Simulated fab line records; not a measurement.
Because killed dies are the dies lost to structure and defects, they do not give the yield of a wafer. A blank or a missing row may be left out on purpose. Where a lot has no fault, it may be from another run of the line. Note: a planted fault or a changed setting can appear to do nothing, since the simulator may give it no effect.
Which tool is to blame? || flow berkeleyCmos170 || 14 lots, 42 wafers sampled, at 4 steps of a route of 331

== WHAT THE GAUGES READ, wafer by wafer ==
UCB170_NSD_TW_MEAS_10.
{"lot": "L464", "measured": "day 6 04:47", "on": "filmMetro-01", "NSD_TW": "4104 4128 4104"}
{"lot": "L466", "measured": "day 6 20:38", "on": "filmMetro-02", "NSD_TW": "4167 4161 4158"}
{"lot": "L465", "measured": "day 6 20:53", "on": "filmMetro-01", "NSD_TW": "4103 4105 4097"}
{"lot": "L469", "measured": "day 7 20:19", "on": "filmMetro-02", "NSD_TW": "4170 4176 4206"}
{"lot": "L471", "measured": "day 8 10:26", "on": "filmMetro-02", "NSD_TW": "4175 4185 4186"}
{"lot": "L472", "measured": "day 8 19:46", "on": "filmMetro-02", "NSD_TW": "4202 4186 4193"}
{"lot": "L473", "measured": "day 9 05:06", "on": "filmMetro-02", "NSD_TW": "4198 4201 4195"}
{"lot": "L474", "measured": "day 9 05:35", "on": "filmMetro-04", "NSD_TW": "4179 4154 4190"}
{"lot": "L476", "measured": "day 9 05:49", "on": "filmMetro-02", "NSD_TW": "4200 4187 4196"}
{"lot": "L475", "measured": "day 9 10:59", "on": "filmMetro-04", "NSD_TW": "4170 4199 4177"}
{"lot": "L477", "measured": "day 9 18:52", "on": "filmMetro-02", "NSD_TW": "4171 4176 4186"}
{"lot": "L478", "measured": "day 9 19:12", "on": "filmMetro-04", "NSD_TW": "4193 4174 4165"}
{"lot": "L479", "measured": "day 10 03:38", "on": "filmMetro-01", "NSD_TW": "4487 4493 4478"}
{"lot": "L482", "measured": "day 10 11:32", "on": "filmMetro-02", "NSD_TW": "4538 4537 4544"}

UCB170_SDANNEAL_RS_MEAS_03: the measuring method here is four-point-probe.
{"lot": "L464", "measured": "day 6 06:07", "on": "filmMetro-01", "NSD_RS (ohm/sq)": "37.19 37.28 37.37"}
{"lot": "L466", "measured": "day 6 21:50", "on": "filmMetro-01", "NSD_RS (ohm/sq)": "37.35 37.30 37.34"}
{"lot": "L465", "measured": "day 6 22:05", "on": "filmMetro-04", "NSD_RS (ohm/sq)": "37.41 37.38 37.35"}
{"lot": "L469", "measured": "day 7 21:32", "on": "filmMetro-01", "NSD_RS (ohm/sq)": "37.39 37.32 37.38"}
{"lot": "L471", "measured": "day 8 11:47", "on": "filmMetro-02", "NSD_RS (ohm/sq)": "37.19 37.19 37.29"}
{"lot": "L472", "measured": "day 8 21:14", "on": "filmMetro-02", "NSD_RS (ohm/sq)": "37.20 37.17 37.18"}
{"lot": "L473", "measured": "day 9 06:49", "on": "filmMetro-02", "NSD_RS (ohm/sq)": "37.29 37.31 37.34"}
{"lot": "L474", "measured": "day 9 07:10", "on": "filmMetro-01", "NSD_RS (ohm/sq)": "37.24 37.19 37.21"}
{"lot": "L476", "measured": "day 9 07:32", "on": "filmMetro-04", "NSD_RS (ohm/sq)": "37.26 37.31 37.34"}
{"lot": "L475", "measured": "day 9 12:11", "on": "filmMetro-02", "NSD_RS (ohm/sq)": "37.20 37.28 37.18"}
{"lot": "L477", "measured": "day 9 20:17", "on": "filmMetro-02", "NSD_RS (ohm/sq)": "37.40 37.35 37.35"}
{"lot": "L478", "measured": "day 9 20:53", "on": "filmMetro-01", "NSD_RS (ohm/sq)": "37.22 37.19 37.25"}
{"lot": "L479", "measured": "day 10 05:23", "on": "filmMetro-02", "NSD_RS (ohm/sq)": "34.23 34.24 34.10"}
{"lot": "L482", "measured": "day 10 13:13", "on": "filmMetro-01", "NSD_RS (ohm/sq)": "34.24 34.18 34.07"}

== WHICH TOOL RAN EACH LOT (tool, then ch and the chambers of the sampled wafers, then the start) ==
{"lot": "L464", "UCB170_NSD_IMPLANT_08": "implanter-03 ch 0, day 6 04:32", "UCB170_NSD_STRIP_09": "plasmaAsher-03 ch 0,1, day 6 04:41"}
{"lot": "L466", "UCB170_NSD_IMPLANT_08": "implanter-02 ch 0, day 6 20:23", "UCB170_NSD_STRIP_09": "plasmaAsher-02 ch 0,1, day 6 20:32"}
{"lot": "L465", "UCB170_NSD_IMPLANT_08": "implanter-03 ch 0, day 6 20:38", "UCB170_NSD_STRIP_09": "plasmaAsher-04 ch 0,1, day 6 20:47"}
{"lot": "L469", "UCB170_NSD_IMPLANT_08": "implanter-02 ch 0, day 7 20:04", "UCB170_NSD_STRIP_09": "plasmaAsher-04 ch 0,1, day 7 20:13"}
{"lot": "L471", "UCB170_NSD_IMPLANT_08": "implanter-03 ch 0, day 8 10:11", "UCB170_NSD_STRIP_09": "plasmaAsher-02 ch 0,1, day 8 10:20"}
{"lot": "L472", "UCB170_NSD_IMPLANT_08": "implanter-03 ch 0, day 8 19:31", "UCB170_NSD_STRIP_09": "plasmaAsher-04 ch 0,1, day 8 19:40"}
{"lot": "L473", "UCB170_NSD_IMPLANT_08": "implanter-03 ch 0, day 9 04:51", "UCB170_NSD_STRIP_09": "plasmaAsher-04 ch 0,1, day 9 05:00"}
{"lot": "L474", "UCB170_NSD_IMPLANT_08": "implanter-01 ch 0, day 9 05:20", "UCB170_NSD_STRIP_09": "plasmaAsher-03 ch 0,1, day 9 05:29"}
{"lot": "L476", "UCB170_NSD_IMPLANT_08": "implanter-02 ch 0, day 9 05:35", "UCB170_NSD_STRIP_09": "plasmaAsher-02 ch 0,1, day 9 05:42"}
{"lot": "L475", "UCB170_NSD_IMPLANT_08": "implanter-01 ch 0, day 9 10:44", "UCB170_NSD_STRIP_09": "plasmaAsher-04 ch 0,1, day 9 10:53"}
{"lot": "L477", "UCB170_NSD_IMPLANT_08": "implanter-02 ch 0, day 9 18:38", "UCB170_NSD_STRIP_09": "plasmaAsher-04 ch 0,1, day 9 18:46"}
{"lot": "L478", "UCB170_NSD_IMPLANT_08": "implanter-03 ch 0, day 9 18:59", "UCB170_NSD_STRIP_09": "plasmaAsher-02 ch 0,1, day 9 19:07"}
{"lot": "L479", "UCB170_NSD_IMPLANT_08": "implanter-02 ch 0, day 10 03:24", "UCB170_NSD_STRIP_09": "plasmaAsher-04 ch 0,1, day 10 03:32"}
{"lot": "L482", "UCB170_NSD_IMPLANT_08": "implanter-02 ch 0, day 10 11:17", "UCB170_NSD_STRIP_09": "plasmaAsher-03 ch 0,1, day 10 11:26"}
- UCB170_NSD_IMPLANT_08
- UCB170_NSD_STRIP_09: strips in O2.

== AS READ BY THE TOOLS THEMSELVES (means over the sampled wafers that have a number; for cases with no such wafer, the mark the record gives instead) ==
UCB170_NSD_IMPLANT_08.
{"lot": "L464", "tool": "implanter-03", "beamEnergyKeV": 40.008, "faradayCurrentUA": 9250}
{"lot": "L466", "tool": "implanter-02", "beamEnergyKeV": 40.002, "faradayCurrentUA": 9334}
{"lot": "L465", "tool": "implanter-03", "beamEnergyKeV": 39.990, "faradayCurrentUA": 9149}
{"lot": "L469", "tool": "implanter-02", "beamEnergyKeV": 39.997, "faradayCurrentUA": 9319}
{"lot": "L471", "tool": "implanter-03", "beamEnergyKeV": 40.006, "faradayCurrentUA": 9232}
{"lot": "L472", "tool": "implanter-03", "beamEnergyKeV": 40.012, "faradayCurrentUA": 9168}
{"lot": "L473", "tool": "implanter-03", "beamEnergyKeV": 39.993, "faradayCurrentUA": 9203}
{"lot": "L474", "tool": "implanter-01", "beamEnergyKeV": 40.005, "faradayCurrentUA": 9228}
{"lot": "L476", "tool": "implanter-02", "beamEnergyKeV": 40.008, "faradayCurrentUA": 9325}
{"lot": "L475", "tool": "implanter-01", "beamEnergyKeV": 40.013, "faradayCurrentUA": 9135}
{"lot": "L477", "tool": "implanter-02", "beamEnergyKeV": 39.994, "faradayCurrentUA": 9063}
{"lot": "L478", "tool": "implanter-03", "beamEnergyKeV": 40.000, "faradayCurrentUA": 9179}
{"lot": "L479", "tool": "implanter-02", "beamEnergyKeV": 53.990, "faradayCurrentUA": 9147}
{"lot": "L482", "tool": "implanter-02", "beamEnergyKeV": 54.010, "faradayCurrentUA": 9239}

UCB170_NSD_STRIP_09.
{"lot": "L464", "tool": "plasmaAsher-03", "chamberPressureMTorr (mTorr)": 3502, "drypumpMotorCurrentA (A)": 5.3, "oesProductAu (a.u.)": 0.536, "stripTimeToEndpointS (s)": 35.78}
{"lot": "L466", "tool": "plasmaAsher-02", "chamberPressureMTorr (mTorr)": 3502, "drypumpMotorCurrentA (A)": 6.1, "oesProductAu (a.u.)": 0.534, "stripTimeToEndpointS (s)": 35.93}
{"lot": "L465", "tool": "plasmaAsher-04", "chamberPressureMTorr (mTorr)": 3500, "drypumpMotorCurrentA (A)": 6.4, "oesProductAu (a.u.)": 0.534, "stripTimeToEndpointS (s)": 35.77}
{"lot": "L469", "tool": "plasmaAsher-04", "chamberPressureMTorr (mTorr)": 3498, "drypumpMotorCurrentA (A)": 6.1, "oesProductAu (a.u.)": 0.532, "stripTimeToEndpointS (s)": 35.91}
{"lot": "L471", "tool": "plasmaAsher-02", "chamberPressureMTorr (mTorr)": 3500, "drypumpMotorCurrentA (A)": 6.1, "oesProductAu (a.u.)": 0.531, "stripTimeToEndpointS (s)": 35.82}
{"lot": "L472", "tool": "plasmaAsher-04", "chamberPressureMTorr (mTorr)": 3500, "drypumpMotorCurrentA (A)": 6.0, "oesProductAu (a.u.)": 0.534, "stripTimeToEndpointS (s)": 35.85}
{"lot": "L473", "tool": "plasmaAsher-04", "chamberPressureMTorr (mTorr)": 3504, "drypumpMotorCurrentA (A)": 6.0, "oesProductAu (a.u.)": 0.533, "stripTimeToEndpointS (s)": 35.71}
{"lot": "L474", "tool": "plasmaAsher-03", "chamberPressureMTorr (mTorr)": 3501, "drypumpMotorCurrentA (A)": 5.3, "oesProductAu (a.u.)": 0.531, "stripTimeToEndpointS (s)": 35.67}
{"lot": "L476", "tool": "plasmaAsher-02", "chamberPressureMTorr (mTorr)": 3501, "drypumpMotorCurrentA (A)": 6.1, "oesProductAu (a.u.)": 0.531, "stripTimeToEndpointS (s)": 35.79}
{"lot": "L475", "tool": "plasmaAsher-04", "chamberPressureMTorr (mTorr)": 3502, "drypumpMotorCurrentA (A)": 6.0, "oesProductAu (a.u.)": 0.532, "stripTimeToEndpointS (s)": 35.85}
{"lot": "L477", "tool": "plasmaAsher-04", "chamberPressureMTorr (mTorr)": 3500, "drypumpMotorCurrentA (A)": 6.4, "oesProductAu (a.u.)": 0.535, "stripTimeToEndpointS (s)": 35.75}
{"lot": "L478", "tool": "plasmaAsher-02", "chamberPressureMTorr (mTorr)": 3501, "drypumpMotorCurrentA (A)": 6.1, "oesProductAu (a.u.)": 0.528, "stripTimeToEndpointS (s)": 35.79}
{"lot": "L479", "tool": "plasmaAsher-04", "chamberPressureMTorr (mTorr)": 3500, "drypumpMotorCurrentA (A)": 6.0, "oesProductAu (a.u.)": 0.496, "stripTimeToEndpointS (s)": 40.76}
{"lot": "L482", "tool": "plasmaAsher-03", "chamberPressureMTorr (mTorr)": 3501, "drypumpMotorCurrentA (A)": 5.7, "oesProductAu (a.u.)": 0.494, "stripTimeToEndpointS (s)": 40.87}

== THE ANSWER, worked out from the rows above alone ==
Rule: the lots themselves supply what counts as usual. The widest of any qualifying gaps counts: lots, ordered by their means at a reading, are off when they make up no more than a third of the lots, leave a main group of 4 or more, and stand apart from it by 3 or more times the standard deviation of that group's means. Not used: any main group whose means are identical at the precision the tables above print for the reading. A lot without any number at a reading at which 4 lots or more have one is off too. All remaining lots with rows at the step are treated as sound. Order of review: gauges by route order, followed by the tools' own readings, for which a lot's mean as printed above is used. The first step at which some lot is off is used, and at that step the reading that is off furthest; a lot without a number counts as furthest.
Off: L479, L482, seen at UCB170_NSD_TW_MEAS_10 (NSD_TW). The main group has a mean of 4170 with a standard deviation of 30.
A tool fits if, at a process step before that reading, it ran every lot that is off, and no sound lot after the first of them. Not tried: the gauges at UCB170_NSD_TW_MEAS_10; whatever is off there is also off at UCB170_NSD_IMPLANT_08, on other tools, and gauge error can't account for it. One fits: UCB170_NSD_IMPLANT_08 on implanter-02. A fault onset in the window from L477 (day 9 18:38, its last sound lot) to L479 (day 10 03:24, its first lot off) fits.
The tool's own readings at UCB170_NSD_IMPLANT_08 bear it out: on the lots that are off they differ by more than 5 times the standard deviation of the sound lots' means. beamEnergyKeV reads 54.000 there against 40.002 on the sound lots.

== WHAT THE SIMULATOR PUT IN ==
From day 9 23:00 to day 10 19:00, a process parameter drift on implanter-02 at UCB170_NSD_IMPLANT_08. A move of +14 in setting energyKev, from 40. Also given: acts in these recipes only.
Struck lots among those shown: L479, L482. Same finding as the rule above.
